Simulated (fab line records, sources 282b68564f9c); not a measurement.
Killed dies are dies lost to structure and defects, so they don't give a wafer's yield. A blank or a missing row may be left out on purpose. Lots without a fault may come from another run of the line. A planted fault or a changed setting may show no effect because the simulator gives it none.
fab line records | flow rit_cmos | part 1 of 2: steps 1 to 30 of 31
record lots=5 wafers=23
route steps=202 shown ACTIVE@14 FOX2@23 NWELL@29 PWELL@48 WELLDRIVE@50 NRETRO@54 PRETRO@66 GATE@81 M1@202
start_h: hours from the record's first day to the start of the lot's first wafer shown | wait_h: hours since the lot's step before | " the same as in the row above | L1.1+2: a row that stands for several wafers | - no value, or no start given | * or withheld: withheld | < > ~ a bound
route shown NAME@n: a module of which the file shows steps, and the number in the route of the first | usual: mean/standard deviation of fault-free wafers | same: alike in all rows | chamber/n: place in a boat | sites: the reading at each site | _std_site: their standard deviation | _edge_site: outer sites' mean less inner sites' | radius_mm: how far each site lies from the wafer's centre | mask NAME#n: copy n | behind: the tool/chamber that last shaped the wafer | hold: why the lot was held/for how many hours/how that ended | device: the transistor (n, p or np) that didn't switch | end of line: the same wafers' tests at the end of the route | a step without rows: its recipe alone | killed: dies lost to structure and defects at the first sort, not the wafer's yield | map: a wafer's dies, x killed, . not, _ none there
set.NAME: the setting as run; set.NAME@STEP: as run at that earlier step | model.NAME: the simulator's own value behind a step, which no gauge read
lots whose settings were changed on purpose; a table a step, a row a wafer
## steps
# step RIT_ACTIVE_ETCH_13
# recipe stop_on=SiO2 chemistry=SF6 target=Si3N4 time_s=210 over_etch_frac=0.4 SF6_flow_sccm=200 pressure_mtorr=260 rf_w=125 target_depth_a=2100
# columns lot.wafer tool chamber start_h wait_h set.rf_w model.NOVOLAK_of_ACTIVE_COAT_06.thk_nm model.SiO2_of_ACTIVE_OXIDATION_01.thk_nm model.ACTIVE.feature_depth_nm
L074.1 rie_diel-02 0 15.71 0.1 125 659.3 46.73 149.9
L074.2 " 1 " " 138.5 627.6 38.45 158.5
L074.3 " 3 " " 138.5 626.4 38.84 159
L074.4 " 0 " " 125 657.4 46.52 150.9
L074.6 " 1 " " 138.5 627.3 37.96 157.3
L077.1 rie_diel-04 0 30.41 0.1 125 658.7 47.38 150.6
L077.2 " 3 " " 125 658.4 47.47 150.4
L077.3 " 2 " " 125 659 48.24 149.9
L077.4 " 1 " " 125 655.3 46.72 149.1
L077.6 " 1 " " 125 657.4 46.76 150
L078.1 rie_diel-02 3 36.01 0.1 125 654.1 45.36 152.7
L078.2 " 0 " " 125 658.4 44.91 152
L078.3 " 1 " " 125 650.6 44.61 154.2
L078.4 " 1 " " 125 649.2 44.91 153.2
L078.5 " 3 " " 125 651.9 44.91 152.5
L079.2 rie_diel-04 1 39.98 0.1 125 650.1 46.62 147.7
L079.5 " 2 " " 125 652.4 46.15 147.8
L079.6 " 3 " " 125 656 46.31 148.5
L081.1 rie_diel-02 0 49.77 0.1 125 662.6 42.23 150.9
L081.2 " 3 " " 125 663.3 42.18 151.1
L081.3 " 1 " " 137.2 634.4 34.7 159.2
L081.4 " 2 " " 137.2 630.2 33.73 159.9
L081.5 " 1 " " 137.2 632 33.66 159.2
# step RIT_FOX2_OXIDATION_00
# recipe temp_c=1100 ambient=H2O target_thk_a=3507 p_h2o_torr=720 ox_time_s=1130
# columns lot.wafer tool chamber start_h wait_h set.ox_time_s model.SiO2_of_FOX2_OXIDATION_00.thk_nm
L074.1 - - - 0.6 1234 376.5
L074.2 " - " " 1234 374.5
L074.3 " - " " 1234 369.5
L074.4 " - " " 1234 371.6
L074.6 " - " " 1234 375.8
L077.1 - - - 0.0 1068 338.6
L077.2 " - " " 1068 339.5
L077.3 " - " " 1068 340.5
L077.4 " - " " 1068 340.6
L077.6 " - " " 1068 341.7
L078.1+3 - - - 0.1 1130 345.3
L078.2 " - " " 1130 344.5
L078.4 " - " " 1130 336.1
L078.5 " - " " 1130 345.7
L079.2 furnace-01 0 43.76 0.0 1130 345.2
L079.5 " 0 " " 1130 341.7
L079.6 " 0 " " 1130 344.3
L081.1 - - - 0.0 1075 350.8
L081.2 " - " " 1075 345.4
L081.3 " - " " 1075 347.4
L081.4 " - " " 1075 346.3
L081.5 " - " " 1075 343.2
# step RIT_FOX2_CLEAN_02
# recipe chemistry=dHF dilution=50:1 time_s=180
# step RIT_FOX2_WET_ETCH_03
# recipe chemistry=H3PO4 target=Si3N4 target_depth_nm=195 temp_c=165 time_s=2700
# columns lot.wafer tool chamber start_h wait_h set.rf_w@ACTIVE_ETCH_13 model.SiO2_of_ACTIVE_OXIDATION_01.thk_nm
L074.1 wet_bench-03 2 21.49 0.0 125 41.56
L074.2 " 2 " " 138.5 34.2
L074.3 " 2 " " 138.5 34.52
L074.4 " 2 " " 125 41.39
L074.6 " 2 " " 138.5 33.76
L077.1 wet_bench-03 3 34.63 0.0 125 41.87
L077.2 " 3 " " 125 41.96
L077.3 " 3 " " 125 42.67
L077.4 " 3 " " 125 41.29
L077.6 " 3 " " 125 41.33
L078.1 wet_bench-03 3 41.42 0.0 125 40.25
L078.2+5 " 3 " " 125 39.87
L078.3 " 3 " " 125 39.59
L078.4 " 3 " " 125 39.85
L079.2 wet_bench-02 1 45.26 0.0 125 41.32
L079.5 " 1 " " 125 40.87
L079.6 " 1 " " 125 41.05
L081.1 wet_bench-01 1 55.35 0.0 125 37.55
L081.2 " 1 " " 125 37.48
L081.3 " 1 " " 137.2 30.85
L081.4 " 1 " " 137.2 29.99
L081.5 " 1 " " 137.2 29.94
# step RIT_NWELL_COAT_01
# recipe resist=NOVOLAK spin_rpm=2000 resist_thk_nm=1300
# columns lot.wafer tool chamber start_h wait_h set.spin_rpm model.NOVOLAK_of_NWELL_COAT_01.thk_nm
L074.1 litho_track-01 0 22.46 0.1 2000 1293
L074.2 " 0 " " 2086 1272
L074.3 " 0 " " 2000 1296
L074.4 " 0 " " 2086 1270
L074.6 " 0 " " 2000 1295
L077.1 litho_track-04 0 35.60 0.1 2000 1302
L077.2 " 0 " " 1875 1340
L077.3+4 " 0 " " 1875 1343
L077.6 " 0 " " 2000 1296
L078.1 litho_track-02 0 42.38 0.1 2000 1302
L078.2+4 " 0 " " 2000 1301
L078.3+5 " 0 " " 2075 1279
L079.2+6 litho_track-02 0 46.32 0.1 2000 1307
L079.5 " 0 " " 2000 1310
L081.1 litho_track-01 0 56.32 0.1 2113 1267
L081.2 " 0 " " 2000 1308
L081.3+5 " 0 " " 2000 1304
L081.4 " 0 " " 2113 1270
# step RIT_NWELL_SOFTBAKE_02
# recipe resist=NOVOLAK temp_c=90 time_s=60
# step RIT_NWELL_EXPOSE_03
# recipe mask_id=M2 na=0.57 target_cd_nm=43900 dose_mj=250
# step RIT_NWELL_DEVELOP_05
# recipe resist=NOVOLAK develop_time_s=68 dev_temp_c=23
# step RIT_NWELL_HARDBAKE_07
# recipe resist=NOVOLAK temp_c=140 time_s=120
# columns lot.wafer tool chamber start_h wait_h set.spin_rpm@NWELL_COAT_01 model.NOVOLAK_of_NWELL_COAT_01.thk_nm
L074.1 litho_track-01 0 23.35 0.0 2000 1131
L074.2 " 0 " " 2086 1112
L074.3 " 0 " " 2000 1134
L074.4 " 0 " " 2086 1111
L074.6 " 0 " " 2000 1132
L077.1 litho_track-04 0 36.36 0.0 2000 1139
L077.2 " 0 " " 1875 1172
L077.3+4 " 0 " " 1875 1174
L077.6 " 0 " " 2000 1134
L078.1+4 litho_track-04 0 43.15 0.0 2000 1138
L078.2 " 0 " " 2000 1137
L078.3+5 " 0 " " 2075 1119
L079.2+6 litho_track-01 0 47.11 0.1 2000 1143
L079.5 " 0 " " 2000 1145
L081.1 litho_track-04 0 57.08 0.0 2113 1109
L081.2 " 0 " " 2000 1144
L081.3+5 " 0 " " 2000 1140
L081.4 " 0 " " 2113 1111
# step RIT_NWELL_IMPLANT_08
# recipe species=P energy_kev=170 dose_cm2=5e+13 tilt_deg=7
# columns lot.wafer tool chamber start_h wait_h set.dose_cm2
L074.1+3 implanter-03 0 23.60 0.2 5.271e+13
L074.2+4+6 " 0 " " 5e+13
L077.1+2+6 implanter-02 0 36.61 0.2 5e+13
L077.3+4 " 0 " " 4.713e+13
L078.1+2+3+4+5 implanter-02 0 43.40 0.2 5e+13
L079.2+5+6 implanter-03 0 47.34 0.2 5e+13
L081.1+2+3+4+5 implanter-02 0 57.33 0.2 5e+13
# step RIT_NWELL_STRIP_09
# recipe chemistry=O2 time_s=180 resist=NOVOLAK platen_temp_c=withheld power_w=500 pressure_mtorr=4000 o2_flow_sccm=4000
# step RIT_NWELL_TW_MEAS_10
# usual NWELL_TW=2152/7.9
# columns lot.wafer tool chamber start_h wait_h set.dose_cm2@NWELL_IMPLANT_08 NWELL_TW
L074.1 film_metro-02 - 23.92 0.1 5.271e+13 2196
L074.2 " - " " 5e+13 2152
L074.3 " - " " 5.271e+13 2197
L074.4 " - " " 5e+13 2167
L074.6 " - " " 5e+13 2154
L077.1 film_metro-01 - 36.94 0.1 5e+13 2154
L077.2 " - " " 5e+13 2155
L077.3 " - " " 4.713e+13 2113
L077.4 " - " " 4.713e+13 2104
L077.6 " - " " 5e+13 2145
L078.1 film_metro-03 - 43.73 0.1 5e+13 2158
L078.2 " - " " 5e+13 2158
L078.3 " - " " 5e+13 2159
L078.4 " - " " 5e+13 2156
L078.5 " - " " 5e+13 2158
L079.2 film_metro-03 - 47.65 0.1 5e+13 2159
L079.5 " - " " 5e+13 2144
L079.6 " - " " 5e+13 2148
L081.1 film_metro-03 - 57.66 0.1 5e+13 2152
L081.2 " - " " 5e+13 2147
L081.3 " - " " 5e+13 2145
L081.4 " - " " 5e+13 2140
L081.5 " - " " 5e+13 2153
# step RIT_PWELL_STRIP_09
# recipe chemistry=O2 time_s=180 resist=NOVOLAK platen_temp_c=withheld power_w=500 pressure_mtorr=4000 o2_flow_sccm=4000
# columns lot.wafer tool chamber start_h wait_h set.o2_flow_sccm
L074.1+2+3+4+6 plasma_asher-03 0,1,1,0,0 25.30 0.1 4000
L077.1+2+3+4+6 plasma_asher-03 0,1,1,0,0 38.37 0.1 4000
L078.1+3+4 plasma_asher-03 1,0,1 45.21 0.1 4000
L078.2+5 " 0,1 " " 4474
L079.2+5+6 plasma_asher-03 1,1,0 49.13 0.1 4000
L081.1+2+4 plasma_asher-01 0,1,0 59.03 0.1 4346
L081.3+5 " 1,0 " " 4000
# step RIT_WELLDRIVE_ANNEAL_00
# recipe temp_c=1100 time_s=14700 ambient=N2
# step RIT_WELLDRIVE_RS_MEAS_01
# recipe thk_meas_gauge=four-point-probe
# usual NWELL_RS=275.6/0.64
# columns lot.wafer tool chamber start_h wait_h set.dose_cm2@NWELL_IMPLANT_08 NWELL_RS[ohm/sq]
L074.1 film_metro-01 - 32.02 0.0 5.271e+13 266.6
L074.2 " - " " 5e+13 274.9
L074.3 " - " " 5.271e+13 266.7
L074.4 " - " " 5e+13 275.6
L074.6 " - " " 5e+13 275.6
L077.1 film_metro-01 - 44.29 0.0 5e+13 276.9
L077.2 " - " " 5e+13 275.4
L077.3 " - " " 4.713e+13 285.9
L077.4 " - " " 4.713e+13 286.6
L077.6 " - " " 5e+13 276.7
L078.1 film_metro-01 - 51.92 0.0 5e+13 276.0
L078.2 " - " " 5e+13 276.5
L078.3 " - " " 5e+13 275.6
L078.4 " - " " 5e+13 275.9
L078.5 " - " " 5e+13 275.1
L079.2 film_metro-01 - 56.23 0.0 5e+13 276.5
L079.5 " - " " 5e+13 275.9
L079.6 " - " " 5e+13 276.7
L081.1 film_metro-01 - 64.69 0.0 5e+13 274.9
L081.2 " - " " 5e+13 275.0
L081.3 " - " " 5e+13 275.7
L081.4 " - " " 5e+13 276.0
L081.5 " - " " 5e+13 274.9
# step RIT_NRETRO_COAT_01
# recipe resist=NOVOLAK spin_rpm=2000 resist_thk_nm=1300
# columns lot.wafer tool chamber start_h wait_h set.resist_thk_nm model.NOVOLAK_of_NRETRO_COAT_01.thk_nm
L074.1 litho_track-01 0 32.48 0.1 1300 1308
L074.2 " 0 " " 1276 1284
L074.3 " 0 " " 1276 1285
L074.4+6 " 0 " " 1300 1310
L077.1+3 litho_track-02 0 44.82 0.1 1300 1302
L077.2+4 " 0 " " 1351 1354
L077.6 " 0 " " 1300 1303
L078.1+3+5 litho_track-01 0 52.31 0.1 1300 1300
L078.2 " 0 " " 1300 1297
L078.4 " 0 " " 1300 1298
L079.2 litho_track-02 0 56.62 0.1 1300 1302
L079.5 " 0 " " 1300 1305
L079.6 " 0 " " 1300 1307
L081.1 litho_track-01 0 65.08 0.1 1300 1301
L081.2+4+5 " 0 " " 1223 1221
L081.3 " 0 " " 1300 1298
# step RIT_NRETRO_SOFTBAKE_02
# recipe resist=NOVOLAK temp_c=90 time_s=60
# step RIT_NRETRO_EXPOSE_03
# recipe mask_id=M4 na=0.57 target_cd_nm=43900 dose_mj=250
# step RIT_NRETRO_DEVELOP_05
# recipe resist=NOVOLAK develop_time_s=68 dev_temp_c=23
# step RIT_NRETRO_HARDBAKE_07
# recipe resist=NOVOLAK temp_c=140 time_s=120
# columns lot.wafer tool chamber start_h wait_h set.resist_thk_nm@NRETRO_COAT_01 model.NOVOLAK_of_NRETRO_COAT_01.thk_nm
L074.1 litho_track-02 0 33.25 0.0 1300 1144
L074.2 " 0 " " 1276 1123
L074.3 " 0 " " 1276 1124
L074.4+6 " 0 " " 1300 1146
L077.1+3+6 litho_track-02 0 45.78 0.0 1300 1139
L077.2+4 " 0 " " 1351 1183
L078.1 litho_track-01 0 53.08 0.0 1300 1136
L078.2 " 0 " " 1300 1134
L078.3+5 " 0 " " 1300 1137
L078.4 " 0 " " 1300 1135
L079.2 litho_track-02 0 57.53 0.1 1300 1138
L079.5 " 0 " " 1300 1142
L079.6 " 0 " " 1300 1143
L081.1 litho_track-03 0 65.84 0.0 1300 1138
L081.2+4+5 " 0 " " 1223 1069
L081.3 " 0 " " 1300 1135
# step RIT_NRETRO_IMPLANT_08
# recipe species=P energy_kev=70 dose_cm2=1e+13 tilt_deg=7
# columns lot.wafer tool chamber start_h wait_h set.energy_kev model.implant.rp_nm model.implant.drp_nm
L074.1+2+3+4+6 implanter-03 0 33.50 0.2 70 85.81 33.94
L077.1+2+3+4+6 implanter-01 0 46.03 0.2 70 87.14 33.94
L078.1+3 implanter-01 0 53.33 0.2 67.57 81.54 32.93
L078.2+4+5 " 0 " " 70 84.56 33.94
L079.2+5+6 implanter-03 0 57.77 0.2 70 82 33.94
L081.1+2+3 implanter-01 0 66.09 0.2 70 85 33.94
L081.4+5 " 0 " " 66.4 80.51 32.44
# step RIT_PRETRO_SOFTBAKE_02
# recipe resist=NOVOLAK temp_c=90 time_s=60
# columns lot.wafer tool chamber start_h wait_h set.temp_c
L074.1+2 litho_track-03 0 34.18 0.1 88.8
L074.3+4+6 " 0 " " 90
L077.1+2+4 litho_track-03 0 46.72 0.1 90
L077.3+6 " 0 " " 88.6
L078.1+4 litho_track-01 0 54.01 0.1 88.39
L078.2+3+5 " 0 " " 90
L079.2+5+6 litho_track-01 0 58.45 0.1 90
L081.1+2+5 litho_track-01 0 66.78 0.1 86.45
L081.3+4 " 0 " " 90
# step RIT_PRETRO_EXPOSE_03
# recipe mask_id=M5 na=0.57 target_cd_nm=43700 dose_mj=250
# step RIT_PRETRO_PEB_04
# recipe resist=NOVOLAK temp_c=withheld time_s=withheld
# step RIT_PRETRO_DEVELOP_05
# recipe resist=NOVOLAK develop_time_s=68 dev_temp_c=23
# columns lot.wafer tool chamber start_h wait_h set.temp_c@PRETRO_SOFTBAKE_02 model.NOVOLAK_of_PRETRO_COAT_01.thk_nm
L074.1 litho_track-03 0 - - 88.8 1309
L074.2 " 0 " " 88.8 1310
L074.3 " 0 " " 90 1303
L074.4 " 0 " " 90 1304
L074.6 " 0 " " 90 1301
L077.1+4 litho_track-04 0 - - 90 1303
L077.2 " 0 " " 90 1304
L077.3 " 0 " " 88.6 1310
L077.6 " 0 " " 88.6 1313
L078.1+4 litho_track-03 0 - - 88.39 1302
L078.2+5 " 0 " " 90 1298
L078.3 " 0 " " 90 1296
L079.2 litho_track-04 0 - - 90 1306
L079.5 " 0 " " 90 1303
L079.6 " 0 " " 90 1307
L081.1 litho_track-01 0 - - 86.45 1314
L081.2 " 0 " " 86.45 1316
L081.3 " 0 " " 90 1302
L081.4 " 0 " " 90 1301
L081.5 " 0 " " 86.45 1317
# step RIT_GATE_OXIDATION_05
# recipe temp_c=900 ambient=O2 target_thk_a=30 ox_time_s=270
# columns lot.wafer tool chamber start_h wait_h set.temp_c model.SiO2_of_GATE_OXIDATION_05.thk_nm
L074.1 - - - 2.3 900 3.005
L074.2 " - " " 900 2.978
L074.3 " - " " 900 2.979
L074.4 " - " " 900 2.962
L074.6 " - " " 900 2.988
L077.1 - - - 1.1 920.7 3.818
L077.2 " - " " 920.7 3.791
L077.3 " - " " 920.7 3.795
L077.4 " - " " 920.7 3.765
L077.6 " - " " 920.7 3.81
L078.1 - - - 0.1 910.4 3.388
L078.2 " - " " 910.4 3.4
L078.3 " - " " 910.4 3.348
L078.4 " - " " 910.4 3.376
L078.5 " - " " 910.4 3.413
L079.2 furnace-03 0 60.42 0.2 900 3.044
L079.5 " 0 " " 900 3.115
L079.6 " 0 " " 900 3.07
L081.1 - - - 0.7 917.6 3.704
L081.2 " - " " 917.6 3.689
L081.3 " - " " 917.6 3.686
L081.4 " - " " 917.6 3.691
L081.5 " - " " 917.6 3.695
# step RIT_GATE_ANNEAL_06
# recipe temp_c=900 time_s=600 ambient=N2O
# step RIT_GATE_THK_MEAS_07
# recipe reads=SiO2_of_GATE_OXIDATION_05
# usual GATE_OXIDE_THK=2.99/0.054
# columns lot.wafer tool chamber start_h wait_h set.temp_c@GATE_OXIDATION_05 GATE_OXIDE_THK[nm]
L074.1 film_metro-04 - 39.98 0.0 900 3.05
L074.2 " - " " 900 3.02
L074.3 " - " " 900 2.95
L074.4 " - " " 900 2.95
L074.6 " - " " 900 3.02
L077.1 film_metro-03 - 52.17 0.0 920.7 3.79
L077.2 " - " " 920.7 3.81
L077.3 " - " " 920.7 3.76
L077.4 " - " " 920.7 3.73
L077.6 " - " " 920.7 3.80
L078.1 film_metro-03 - 57.53 0.0 910.4 3.36
L078.2 " - " " 910.4 3.44
L078.3 " - " " 910.4 3.36
L078.4 " - " " 910.4 3.31
L078.5 " - " " 910.4 3.42
L079.2 film_metro-03 - 62.55 0.0 900 3.01
L079.5 " - " " 900 3.09
L079.6 " - " " 900 3.09
L081.1 film_metro-03 - 70.86 0.0 917.6 3.67
L081.2 " - " " 917.6 3.70
L081.3 " - " " 917.6 3.72
L081.4 " - " " 917.6 3.67
L081.5 " - " " 917.6 3.62
# step RIT_GATE_DEVELOP_15
# recipe resist=NOVOLAK develop_time_s=50 dev_temp_c=23
# columns lot.wafer tool chamber start_h wait_h set.develop_time_s
L074.1+6 litho_track-01 0 - - 50
L074.2+3+4 " 0 " " 46.39
L077.1+2 litho_track-02 0 - - 54.6
L077.3+4+6 " 0 " " 50
L078.1+2+3+4+5 litho_track-01 0 - - 50
L079.2+5+6 litho_track-04 0 - - 50
L081.1+2 litho_track-02 0 - - 50
L081.3+4+5 " 0 " " 56.02
# step RIT_GATE_ETCH_19
# recipe chemistry=SF6/CHF3/O2 time_s=165 SF6_flow_sccm=30 CHF3_flow_sccm=30 O2_flow_sccm=5 target=poly-Si pressure_mtorr=40 rf_w=160 target_depth_a=3125 over_etch_frac=0.25 stop_on=SiO2
# columns lot.wafer tool chamber start_h wait_h set.rf_w set.develop_time_s@GATE_DEVELOP_15 model.GATE.cd_nm
L074.1 rie_si-01 3 42.96 0.1 148.6 50 151.8
L074.2 " 1 " " 160 46.39 163.8
L074.3 " 0 " " 148.6 46.39 164
L074.4 " 2 " " 148.6 46.39 162
L074.6 " 2 " " 160 50 149.2
L077.1 rie_si-02 3 55.36 0.1 160 54.6 132.6
L077.2 " 1 " " 160 54.6 134.8
L077.3 " 2 " " 169.2 50 148.9
L077.4 " 0 " " 169.2 50 151.3
L077.6 " 0 " " 160 50 149.8
L078.1 rie_si-01 0 61.22 0.1 146.8 50 152.1
L078.2 " 3 " " 146.8 50 150.9
L078.3 " 2 " " 146.8 50 152.6
L078.4 " 2 " " 160 50 151.2
L078.5 " 0 " " 160 50 151.5
L079.2 rie_si-02 1 66.72 0.1 160 50 146.6
L079.5 " 0 " " 160 50 144.8
L079.6 " 1 " " 160 50 146.1
L081.1 rie_si-02 3 75.20 0.1 152.4 50 149.1
L081.2 " 2 " " 160 50 146.8
L081.3+4 " 0,1 " " 160 56.02 -
L081.5 " 2 " " 152.4 56.02 -
## key
split step=RIT_ACTIVE_ETCH_13 setting=rf_w stated=125 by=wafer
response step=RIT_ACTIVE_ETCH_13 reading=model.NOVOLAK_of_ACTIVE_COAT_06.thk_nm change=-3.01 per=1% r=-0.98
response step=RIT_ACTIVE_ETCH_13 reading=model.SiO2_of_ACTIVE_OXIDATION_01.thk_nm change=-0.795 per=1% r=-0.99
response step=RIT_ACTIVE_ETCH_13 reading=model.ACTIVE.feature_depth_nm change=+0.79 per=1% r=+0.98
response step=RIT_FOX2_WET_ETCH_03 reading=model.SiO2_of_ACTIVE_OXIDATION_01.thk_nm change=-0.707 per=1% r=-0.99
split step=RIT_FOX2_OXIDATION_00 setting=ox_time_s stated=1130 by=lot
response step=RIT_FOX2_OXIDATION_00 reading=model.SiO2_of_FOX2_OXIDATION_00.thk_nm change=+2.08 per=1% r=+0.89
split step=RIT_NWELL_COAT_01 setting=spin_rpm stated=2000 by=wafer
response step=RIT_NWELL_COAT_01 reading=model.NOVOLAK_of_NWELL_COAT_01.thk_nm change=-6.4 per=1% r=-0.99
response step=RIT_NWELL_HARDBAKE_07 reading=model.NOVOLAK_of_NWELL_COAT_01.thk_nm change=-5.51 per=1% r=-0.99
split step=RIT_NWELL_IMPLANT_08 setting=dose_cm2 stated=5e+13 by=wafer
response step=RIT_NWELL_TW_MEAS_10 reading=NWELL_TW change=+7.31 per=1% r=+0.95
response step=RIT_WELLDRIVE_RS_MEAS_01 reading=NWELL_RS change=-1.67 per=1% r=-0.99
split step=RIT_PWELL_STRIP_09 setting=o2_flow_sccm stated=4000 by=wafer
response none clear
split step=RIT_NRETRO_COAT_01 setting=resist_thk_nm stated=1300 by=wafer
response step=RIT_NRETRO_COAT_01 reading=model.NOVOLAK_of_NRETRO_COAT_01.thk_nm change=+13.2 per=1% r=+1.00
response step=RIT_NRETRO_HARDBAKE_07 reading=model.NOVOLAK_of_NRETRO_COAT_01.thk_nm change=+11.4 per=1% r=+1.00
split step=RIT_NRETRO_IMPLANT_08 setting=energy_kev stated=70 by=wafer
response step=RIT_NRETRO_IMPLANT_08 reading=model.implant.rp_nm change=+0.872 per=1% r=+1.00
response step=RIT_NRETRO_IMPLANT_08 reading=model.implant.drp_nm change=+0.29 per=1% r=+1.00
split step=RIT_PRETRO_SOFTBAKE_02 setting=temp_c stated=90 by=wafer
response step=RIT_PRETRO_DEVELOP_05 reading=model.NOVOLAK_of_PRETRO_COAT_01.thk_nm change=-3.74 per=1% r=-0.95
split step=RIT_GATE_OXIDATION_05 setting=temp_c stated=900 by=lot
response step=RIT_GATE_OXIDATION_05 reading=model.SiO2_of_GATE_OXIDATION_05.thk_nm change=+0.341 per=1% r=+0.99
response step=RIT_GATE_THK_MEAS_07 reading=GATE_OXIDE_THK change=+0.331 per=1% r=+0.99
response step=RIT_M1_PROBE_99 reading=model.etest.nmos_0p3.drive_ua_um change=-21.3 per=1% r=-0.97
split step=RIT_GATE_DEVELOP_15 setting=develop_time_s stated=50 by=wafer
response step=RIT_GATE_ETCH_19 reading=model.GATE.cd_nm change=-1.77 per=1% r=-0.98
response step=RIT_M1_PROBE_99 reading=model.etest.pmos_0p3.r_on_ohm_um change=-44.3 per=1% r=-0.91
response step=RIT_M1_PROBE_99 reading=model.etest.pmos_turned.r_on_ohm_um change=-44.8 per=1% r=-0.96
response step=RIT_M1_PROBE_99 reading=model.etest.nmos_0p3.r_on_ohm_um change=-13.9 per=1% r=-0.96
response step=RIT_M1_PROBE_99 reading=model.etest.pmos_0p15.r_on_ohm_um change=-45.2 per=1% r=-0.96
split step=RIT_GATE_ETCH_19 setting=rf_w stated=160 by=wafer
response none clear
